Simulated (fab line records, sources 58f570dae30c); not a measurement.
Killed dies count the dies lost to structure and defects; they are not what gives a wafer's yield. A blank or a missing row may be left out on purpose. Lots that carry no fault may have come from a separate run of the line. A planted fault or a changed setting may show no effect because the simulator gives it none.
A struck lot beside a sound one | flow berkeley_cmos170 | 22 out of 331 route steps
Sound: the wafers L772.3, L772.4, L772.6. Struck: wafers L779.1, L779.3, L779.5. The cause is named last.
Each step with rows lists, per side, the tool, then ch with its chambers, then its first start. Under that, the readings that differ: sound wafers | struck wafers | difference of the means | sigmas: that difference in standard deviations of wafers without a fault.
alike: same words and numbers on both sides, and readings whose means sit less than 2 such deviations apart. not compared: any withheld reading, any reading some wafer has no value for, any bound like >300 that may hide the same value, and any number with overlapping values for which the record gives no deviation.
The two part at a step that has a row with sigmas, a row that says differs or no value, or rows on one side only. When numbers do not overlap yet have no deviation, they are printed without sigmas and do not part them. Lack of a reading on every wafer of one side parts them only where that side has two or more wafers.

UCB170_V2_CD_MEAS_90: target cd 700 nm.
  struck on cd_sem-02, day 10 18:04; sound on cd_sem-02, day 9 11:53
  reading    | sound             | struck            | difference | sigmas
  cd_nm (nm) | 697.6 699.2 697.7 | 703.0 703.7 702.8 | +5.0       | +3
then, 1 step without rows for these wafers: UCB170_M3_PRE_CLEAN_00 (preclean etch time 60 s).
UCB170_M3_SPUTTER_01: material Al, target thk 900 nm, time 120 s.
  struck on pvd_sputter-02, day 10 18:16; sound on pvd_sputter-01, day 9 12:02
  alike: chamber_pressure_pa, throttle_valve_pct
UCB170_M3_RS_MEAS_02: measures by four-point-probe.
  struck on film_metro-01, day 10 18:20; sound on film_metro-01, day 9 12:10
  reading           | sound                | struck               | difference | sigmas
  M3_AL_RS (ohm/sq) | 0.0316 0.0316 0.0314 | 0.0323 0.0320 0.0327 | +0.0008    | +2
UCB170_M3_THK_MEAS_03: measures by xrf.
  struck on film_metro-01, day 10 18:28; sound on film_metro-01, day 9 12:16
  alike: M3_AL_THK
then, 3 steps without rows for these wafers: UCB170_M3_HMDS_04 (prime time 60 s); UCB170_M3_COAT_05 (resist thk 900 nm); UCB170_M3_SOFTBAKE_06 (time 60 s).
UCB170_M3_STRIP_07: strips in O2.
  sound on plasma_asher-03 ch 0,1, day 9 12:55; struck on plasma_asher-03 ch 0,1, day 10 18:58
  alike: drypump_motor_current_A, oes_product_au, strip_time_to_endpoint_s
  not compared: rf_hours_counter_h
then, 3 steps without rows for these wafers: UCB170_M3_STRIP_08 (strips KrF in DMSO, time 600 s); UCB170_M3_COAT_09; UCB170_M3_COAT_10 (resist thk 900 nm).
UCB170_M3_SOFTBAKE_11: time 60 s.
  sound on litho_track-04 ch 0, day 9 13:00; struck on litho_track-04 ch 0, day 10 19:00
  reading                  | sound                | struck               | difference | sigmas
  heater_power_total_W (W) | 56.81 56.86 56.82    | 53.58 53.66 53.57    | -3.23      | -70
  plate_temp_C (C)         | 130.07 130.01 129.81 | 124.40 124.15 124.51 | -5.61      | -47
  alike: chill_plate_temp_C
then, 2 steps without rows for these wafers: UCB170_M3_EXPOSE_12 (exposes mask METAL3, target cd 700 nm); UCB170_M3_PEB_13.
UCB170_M3_DEVELOP_14: develop time 45 s.
  sound: litho_track-02 ch 0; struck: litho_track-04 ch 0
  reading                             | sound             | struck            | difference | sigmas
  model.M3.cd_nm (nm)                 | 700.1 701.1 700.1 | 709.9 709.3 710.6 | +9.5       |
  model.KrF_of_M3_COAT_10.thk_nm (nm) | 884.4 888.2 886.2 | 891.8 890.8 890.9 | +4.9       |
  alike: chill_plate_temp_C
UCB170_M3_CD_MEAS_15: target cd 700 nm.
  struck on cd_sem-02, day 10 20:27; sound on cd_sem-02, day 9 14:20
  reading    | sound             | struck            | difference | sigmas
  cd_nm (nm) | 699.7 701.5 699.9 | 709.5 709.3 710.8 | +9.5       | +7
UCB170_M3_OVL_MEAS_16:
  struck on overlay-02, day 10 20:34; sound on overlay-02, day 9 14:26
  alike: M3_OVL
UCB170_M3_ETCH_17: etches BARC in N2/H2.
  sound on rie_diel-02 ch 1,2,3, day 9 14:28; struck on rie_diel-02 ch 1,2, day 10 20:36
  alike: bias_w, drypump_motor_current_A, h2_flow_sccm, oes_product_au, throttle_valve_pct
UCB170_M3_METAL_ETCH_18: etches Al in Cl2/BCl3, stops on SiO2, target depth 1170 nm, time 195 s.
  sound on rie_metal-04 ch 0,1, day 9 14:34; struck on rie_metal-03 ch 0,1, day 10 20:39
  reading             | sound         | struck            | difference | sigmas
  model.M3.cd_nm (nm) | 703.9 698 702 | 707.7 709.8 712.3 | +8.6       |
  alike: bias_w, drypump_motor_current_A, oes_product_au, throttle_valve_pct
  not compared: rf_hours_counter_h
UCB170_M3_STRIP_19: strips in O2.
  sound on plasma_asher-03 ch 0,1, day 9 14:43; struck on plasma_asher-01 ch 0,1, day 10 20:50
  alike: drypump_motor_current_A, oes_product_au
  not compared: rf_hours_counter_h
following that, these wafers have no rows for 1 step: UCB170_M3_PROBE_99.

== WHERE THEY PART ==
At UCB170_V2_CD_MEAS_90 first; at UCB170_M3_CD_MEAS_15 last (within this record only). Later steps at which nothing parts them and some readings are alike: UCB170_M3_OVL_MEAS_16, UCB170_M3_ETCH_17, UCB170_M3_METAL_ETCH_18, UCB170_M3_STRIP_19.

WHY: what the simulator had put in
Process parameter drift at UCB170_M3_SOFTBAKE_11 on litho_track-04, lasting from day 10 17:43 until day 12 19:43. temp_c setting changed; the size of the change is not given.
